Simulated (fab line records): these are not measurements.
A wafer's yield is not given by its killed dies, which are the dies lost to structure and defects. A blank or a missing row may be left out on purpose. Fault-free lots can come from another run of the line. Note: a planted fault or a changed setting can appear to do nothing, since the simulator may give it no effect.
Split-lot experiment -- flow ritCmos -- 5 lots, 23 wafers read, on a route of 202 steps

THE SPLIT
At RIT_NWELL_SOFTBAKE_02 (time 60 s), the setting tempC was moved away from the recipe's 90 C on 8 of the 23 wafers read, by -3.5% to +4.0%. The other wafers ran this setting at the recipe's value.

FROM THE SPLIT TO THE READING: what the file shows between them, 2 steps
- RIT_NWELL_EXPOSE_03: exposes mask M2, target cd 43900 nm
- RIT_NWELL_PEB_04

THE READING
NOVOLAK_of_NWELL_COAT_01.thkNm (the simulator's own value, which no gauge read), in nm, at RIT_NWELL_DEVELOP_05 (develop time 68 s). No usual value for it is given in the file. Here, 15 wafers ran the recipe; their average is 1301 nm with a standard deviation of 4.6 nm.

wafer,"tool, chamber at the split","tempC as run, C",against the recipe,"NOVOLAK_of_NWELL_COAT_01.thkNm, nm",against lot-mates on the recipe
L074.1,"lithoTrack-03, 0",86.89,-3.5%,1309,+11
L074.2,"lithoTrack-03, 0",90,recipe,1296,-
L074.3,"lithoTrack-03, 0",90,recipe,1297,-
L074.4,"lithoTrack-03, 0",90,recipe,1300,-
L074.5,"lithoTrack-03, 0",86.89,-3.5%,1311,+13
L075.1,"lithoTrack-04, 0",93.19,+3.5%,1292,-8
L075.2,"lithoTrack-04, 0",93.19,+3.5%,1293,-7
L075.3,"lithoTrack-04, 0",90,recipe,1302,-
L075.4,"lithoTrack-04, 0",93.19,+3.5%,1287,-13
L075.5,"lithoTrack-04, 0",90,recipe,1298,-
L077.1,"lithoTrack-04, 0",93.57,+4.0%,1293,-16
L077.4,"lithoTrack-04, 0",93.57,+4.0%,1293,-16
L077.2,"lithoTrack-04, 0",93.57,+4.0%,1292,-16
L077.5,"lithoTrack-04, 0",90,recipe,1309,-
L077.6,"lithoTrack-04, 0",90,recipe,1308,-
L078.1,"lithoTrack-03, 0",90,recipe,1295,-
L078.2,"lithoTrack-03, 0",90,recipe,1298,-
L078.3,"lithoTrack-03, 0",90,recipe,1296,-
L078.4,"lithoTrack-03, 0",90,recipe,1299,-
L078.5,"lithoTrack-03, 0",90,recipe,1297,-
L085.4,"lithoTrack-04, 0",90,recipe,1302,-
L085.5,"lithoTrack-04, 0",90,recipe,1306,-
L085.6,"lithoTrack-04, 0",90,recipe,1307,-

THE FIT
A straight line over all 23 wafers: NOVOLAK_of_NWELL_COAT_01.thkNm changes by -2.47 nm for each +1% of tempC; r = -0.79; the points scatter about the line by 4.1 nm.
The same after taking each lot's own level away (the mean of its wafers on the recipe; 23 wafers): -3.45 nm for each +1%; r = -0.96; scatter 2.2 nm.
On that fit, the largest move of tempC shifts the reading by 14 nm.
The lots' own levels span 1297.0 to 1308.5 nm, that is 2.5 times the standard deviation above.
So the lot-to-lot level blurs the effect unless lot-mates are compared.
Check: for one of the wafers moved furthest among these (+4.0%), held out of the fit, the line's prediction against its lot-mates is -13.2 nm. Against them it came out at -15.5 nm.

FURTHER SPLITS ON THESE WAFERS
These wafers also went through other splits before the reading. Each is held against what the fit with the lots' levels taken away leaves over:
other split on the same wafers,wafers away from the commonest value,r with NOVOLAK_of_NWELL_COAT_01.thkNm (lot level and that fit taken away)
RIT_ACTIVE_OXIDATION_01 tempC,5,+0.40
RIT_ACTIVE_DEVELOP_10 developTimeS,7,-0.03
RIT_ACTIVE_ETCH_13 pressureMtorr,15,-0.12

THE FILE'S OWN FIT
NOVOLAK_of_NWELL_COAT_01.thkNm changes by -3.47 nm for each +1% of tempC, r = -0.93.
